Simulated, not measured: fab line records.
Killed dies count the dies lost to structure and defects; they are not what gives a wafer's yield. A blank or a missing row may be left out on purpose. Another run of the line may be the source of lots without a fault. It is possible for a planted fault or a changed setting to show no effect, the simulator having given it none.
The tool behind it: which one? :: flow rit cmos :: 12 lots with 36 wafers sampled at 6 steps, on a route of 202 steps

WHAT THE GAUGES SHOWED, per wafer
RIT_ACTIVE_THK_MEAS_04.
lot: L814
measured: day 1 14:14
on: film metro-03
ACTIVE_NITRIDE_THK (nm): 152.2 150.9 151.2

lot: L815
measured: day 1 18:46
on: film metro-03
ACTIVE_NITRIDE_THK (nm): 149.5 149.1 149.6

lot: L816
measured: day 2 01:22
on: film metro-03
ACTIVE_NITRIDE_THK (nm): 149.6 149.9 150.1

lot: L820
measured: day 2 20:34
on: film metro-01
ACTIVE_NITRIDE_THK (nm): 149.1 148.0 148.0

lot: L821
measured: day 3 00:32
on: film metro-03
ACTIVE_NITRIDE_THK (nm): 100.7 100.8 102.2

lot: L822
measured: day 3 08:37
on: film metro-01
ACTIVE_NITRIDE_THK (nm): 97.0 99.9 97.3

lot: L823
measured: day 3 14:22
on: film metro-03
ACTIVE_NITRIDE_THK (nm): 148.8 148.7 147.8

lot: L826
measured: day 4 01:32
on: film metro-01
ACTIVE_NITRIDE_THK (nm): 148.3 150.0 149.4

lot: L828
measured: day 4 11:32
on: film metro-03
ACTIVE_NITRIDE_THK (nm): 150.5 151.6 150.4

lot: L834
measured: day 5 18:30
on: film metro-01
ACTIVE_NITRIDE_THK (nm): 148.5 149.1 149.0

lot: L836
measured: day 6 03:55
on: film metro-03
ACTIVE_NITRIDE_THK (nm): 151.9 151.4 151.4

lot: L837
measured: day 6 09:18
on: film metro-03
ACTIVE_NITRIDE_THK (nm): 149.9 150.0 151.6

RIT_PSD_OVL_MEAS_06.
lot: L814
measured: day 3 06:40
on: overlay-02
PSD_OVL (nm): 2.5 0.9 1.7

lot: L815
measured: day 3 14:05
on: overlay-02
PSD_OVL (nm): 0.2 1.1 -0.9

lot: L816
measured: day 3 17:39
on: overlay-02
PSD_OVL (nm): 1.5 2.2 1.7

lot: L820
measured: day 4 10:42
on: overlay-01
PSD_OVL (nm): 3.5 2.5 0.0

lot: L821
measured: day 4 12:58
on: overlay-01
PSD_OVL (nm): 1.7 2.1 1.2

lot: L822
measured: day 4 23:37
on: overlay-01
PSD_OVL (nm): -0.9 -1.7 -0.4

lot: L823
measured: day 5 02:55
on: overlay-01
PSD_OVL (nm): 1.1 -1.3 -0.4

lot: L826
measured: day 5 13:53
on: overlay-01
PSD_OVL (nm): 0.4 2.1 0.2

lot: L828
measured: day 6 01:20
on: overlay-02
PSD_OVL (nm): 0.3 -1.7 -0.8

lot: L834
measured: day 7 06:23
on: overlay-02
PSD_OVL (nm): 3.3 2.9 3.6

lot: L836
measured: day 7 20:35
on: overlay-02
PSD_OVL (nm): 1.2 3.0 0.1

lot: L837
measured: day 8 00:17
on: overlay-01
PSD_OVL (nm): 0.5 -0.5 0.0

RIT_CONTACT_THK_MEAS_01.
lot: L814
measured: day 3 08:44
on: film metro-01
CONTACT_TEOS_THK (nm): 396 401 396

lot: L815
measured: day 3 16:10
on: film metro-02
CONTACT_TEOS_THK (nm): 393 399 402

lot: L816
measured: day 3 19:44
on: film metro-02
CONTACT_TEOS_THK (nm): 403 411 403

lot: L820
measured: day 4 12:47
on: film metro-04
CONTACT_TEOS_THK (nm): 395 413 406

lot: L821
measured: day 4 15:02
on: film metro-01
CONTACT_TEOS_THK (nm): 402 404 403

lot: L822
measured: day 5 01:41
on: film metro-01
CONTACT_TEOS_THK (nm): 406 409 407

lot: L823
measured: day 5 04:58
on: film metro-04
CONTACT_TEOS_THK (nm): 401 400 403

lot: L826
measured: day 5 16:17
on: film metro-04
CONTACT_TEOS_THK (nm): 393 395 400

lot: L828
measured: day 6 03:28
on: film metro-01
CONTACT_TEOS_THK (nm): 401 403 414

lot: L834
measured: day 7 08:28
on: film metro-01
CONTACT_TEOS_THK (nm): 399 400 404

lot: L836
measured: day 7 22:51
on: film metro-04
CONTACT_TEOS_THK (nm): 395 397 401

lot: L837
measured: day 8 02:20
on: film metro-02
CONTACT_TEOS_THK (nm): 399 397 404

RIT_M1_CD_MEAS_09 targets a cd of 2600 nm.
lot: L814
measured: day 3 12:50
on: cd sem-01
cd nm (nm): 2599.6 2601.8 2601.6

lot: L815
measured: day 3 20:02
on: cd sem-01
cd nm (nm): 2602.4 2600.7 2601.2

lot: L816
measured: day 3 23:25
on: cd sem-02
cd nm (nm): 2600.8 2599.7 2595.5

lot: L820
measured: day 4 16:28
on: cd sem-02
cd nm (nm): 2595.9 2594.7 2596.2

lot: L821
measured: day 4 18:41
on: cd sem-01
cd nm (nm): 2599.2 2598.7 2598.0

lot: L822
measured: day 5 05:34
on: cd sem-01
cd nm (nm): 2599.0 2598.4 2600.6

lot: L823
measured: day 5 08:46
on: cd sem-01
cd nm (nm): 2599.9 2600.5 2600.0

lot: L826
measured: day 5 20:09
on: cd sem-01
cd nm (nm): 2593.7 2595.5 2597.1

lot: L828
measured: day 6 07:20
on: cd sem-01
cd nm (nm): 2601.6 2600.7 2599.8

lot: L834
measured: day 7 12:02
on: cd sem-01
cd nm (nm): 2603.1 2600.6 2601.4

lot: L836
measured: day 8 02:38
on: cd sem-01
cd nm (nm): 2598.4 2601.1 2599.6

lot: L837
measured: day 8 06:02
on: cd sem-02
cd nm (nm): 2600.0 2601.3 2599.9

WHICH TOOL RAN EACH LOT (tool, then ch and the chambers of the sampled wafers, then the start)
lot: L814
RIT_ACTIVE_CVD_03: lpcvd-01 ch 0, day 1 12:07
RIT_ACTIVE_ETCH_13: rie diel-03 ch 1,2,3, day 1 15:25

lot: L815
RIT_ACTIVE_CVD_03: lpcvd-02 ch 1, day 1 17:20
RIT_ACTIVE_ETCH_13: rie diel-01 ch 0,3, day 1 19:56

lot: L816
RIT_ACTIVE_CVD_03: lpcvd-01 ch 1, day 1 22:09
RIT_ACTIVE_ETCH_13: rie diel-01 ch 0,3, day 2 02:38

lot: L820
RIT_ACTIVE_CVD_03: lpcvd-02 ch 1, day 2 19:08
RIT_ACTIVE_ETCH_13: rie diel-03 ch 0,2, day 2 21:50

lot: L821
RIT_ACTIVE_CVD_03: lpcvd-02 ch 1, day 2 23:07
RIT_ACTIVE_ETCH_13: rie diel-04 ch 0,2, day 3 01:43

lot: L822
RIT_ACTIVE_CVD_03: lpcvd-02 ch 0, day 3 06:29
RIT_ACTIVE_ETCH_13: rie diel-01 ch 0,1, day 3 09:55

lot: L823
RIT_ACTIVE_CVD_03: lpcvd-01 ch 0, day 3 12:56
RIT_ACTIVE_ETCH_13: rie diel-01 ch 0,1,2, day 3 15:32

lot: L826
RIT_ACTIVE_CVD_03: lpcvd-01 ch 1, day 4 00:07
RIT_ACTIVE_ETCH_13: rie diel-04 ch 0,1,2, day 4 02:43

lot: L828
RIT_ACTIVE_CVD_03: lpcvd-01 ch 1, day 4 10:07
RIT_ACTIVE_ETCH_13: rie diel-04 ch 0,1,3, day 4 12:43

lot: L834
RIT_ACTIVE_CVD_03: lpcvd-01 ch 0, day 5 17:05
RIT_ACTIVE_ETCH_13: rie diel-01 ch 0,1,2, day 5 19:41

lot: L836
RIT_ACTIVE_CVD_03: lpcvd-01 ch 1, day 6 02:29
RIT_ACTIVE_ETCH_13: rie diel-04 ch 0,1,2, day 6 05:05

lot: L837
RIT_ACTIVE_CVD_03: lpcvd-02 ch 1, day 6 07:53
RIT_ACTIVE_ETCH_13: rie diel-01 ch 1,2,3, day 6 10:28
- RIT_ACTIVE_CVD_03: deposits Si3N4 from SiH2Cl2/NH3, target thk 150 nm, time 1500 s.
- RIT_ACTIVE_ETCH_13: etches Si3N4 in SF6, stops on SiO2, time 210 s, target depth 210 nm.

WHAT THE TOOLS THEMSELVES READ (means of the sampled wafers that have a number; where no wafer has one, the mark that the record gives instead)
RIT_ACTIVE_CVD_03.
lot: L814
tool: lpcvd-01
sih2cl2 flow sccm (sccm): 59.95
spike tc load C (C): 833.2

lot: L815
tool: lpcvd-02
sih2cl2 flow sccm (sccm): 60.04
spike tc load C (C): 836.1

lot: L816
tool: lpcvd-01
sih2cl2 flow sccm (sccm): 59.81
spike tc load C (C): 835.4

lot: L820
tool: lpcvd-02
sih2cl2 flow sccm (sccm): 60.02
spike tc load C (C): 835.0

lot: L821
tool: lpcvd-02
sih2cl2 flow sccm (sccm): 60.13
spike tc load C (C): 835.6

lot: L822
tool: lpcvd-02
sih2cl2 flow sccm (sccm): 60.02
spike tc load C (C): 832.9

lot: L823
tool: lpcvd-01
sih2cl2 flow sccm (sccm): 59.90
spike tc load C (C): 832.5

lot: L826
tool: lpcvd-01
sih2cl2 flow sccm (sccm): 60.00
spike tc load C (C): 836.3

lot: L828
tool: lpcvd-01
sih2cl2 flow sccm (sccm): 59.85
spike tc load C (C): 836.2

lot: L834
tool: lpcvd-01
sih2cl2 flow sccm (sccm): 60.21
spike tc load C (C): 833.4

lot: L836
tool: lpcvd-01
sih2cl2 flow sccm (sccm): 60.25
spike tc load C (C): 835.7

lot: L837
tool: lpcvd-02
sih2cl2 flow sccm (sccm): 60.12
spike tc load C (C): 836.7

RIT_ACTIVE_ETCH_13.
lot: L814
tool: rie diel-03
drypump motor current A (A): 6.2
oes product au (a.u.): 0.826
throttle valve pct (%): 7.46

lot: L815
tool: rie diel-01
drypump motor current A (A): 6.1
oes product au (a.u.): 0.808
throttle valve pct (%): 7.44

lot: L816
tool: rie diel-01
drypump motor current A (A): 6.2
oes product au (a.u.): 0.811
throttle valve pct (%): 7.44

lot: L820
tool: rie diel-03
drypump motor current A (A): 5.9
oes product au (a.u.): 0.806
throttle valve pct (%): 7.35

lot: L821
tool: rie diel-04
drypump motor current A (A): 5.0
oes product au (a.u.): 0.677
throttle valve pct (%): 7.52

lot: L822
tool: rie diel-01
drypump motor current A (A): 5.8
oes product au (a.u.): 0.666
throttle valve pct (%): 7.47

lot: L823
tool: rie diel-01
drypump motor current A (A): 6.0
oes product au (a.u.): 0.813
throttle valve pct (%): 7.43

lot: L826
tool: rie diel-04
drypump motor current A (A): 5.3
oes product au (a.u.): 0.819
throttle valve pct (%): 7.52

lot: L828
tool: rie diel-04
drypump motor current A (A): 5.5
oes product au (a.u.): 0.815
throttle valve pct (%): 7.53

lot: L834
tool: rie diel-01
drypump motor current A (A): 6.0
oes product au (a.u.): 0.823
throttle valve pct (%): 7.42

lot: L836
tool: rie diel-04
drypump motor current A (A): 5.3
oes product au (a.u.): 0.826
throttle valve pct (%): 7.52

lot: L837
tool: rie diel-01
drypump motor current A (A): 5.8
oes product au (a.u.): 0.830
throttle valve pct (%): 7.35

THE ANSWER, worked out from the rows above alone
Rule: the lots themselves supply what counts as usual. The widest of any qualifying gaps counts: lots, ordered by their means at a reading, are off when they make up no more than a third of the lots, leave a main group of 4 or more, and stand apart from it by 3 or more times the standard deviation of that group's means. The tables above print the reading to a certain number of digits; a main group whose means all agree to those digits is not used. Also off: a lot with no number at a reading for which 4 or more lots have one. The other lots that the step has rows for count as sound. The gauges are gone through in route order, then the tools' own readings, and for those a lot's mean is taken as printed above. The first step at which some lot is off is used, and at that step the reading that is off furthest; a lot without a number counts as furthest.
Off: L821, L822, seen at RIT_ACTIVE_THK_MEAS_04 (ACTIVE_NITRIDE_THK). The main group has a mean of 149.8 nm with a standard deviation of 1.1.
A tool fits if, at a process step before that reading, it ran every lot that is off, and no sound lot after the first of them. Not tried: the gauges at RIT_ACTIVE_THK_MEAS_04; whatever is off there is also off at RIT_ACTIVE_ETCH_13, on other tools, and gauge error can't account for it. No candidate that was tried fits.

WHAT THE SIMULATOR PUT IN
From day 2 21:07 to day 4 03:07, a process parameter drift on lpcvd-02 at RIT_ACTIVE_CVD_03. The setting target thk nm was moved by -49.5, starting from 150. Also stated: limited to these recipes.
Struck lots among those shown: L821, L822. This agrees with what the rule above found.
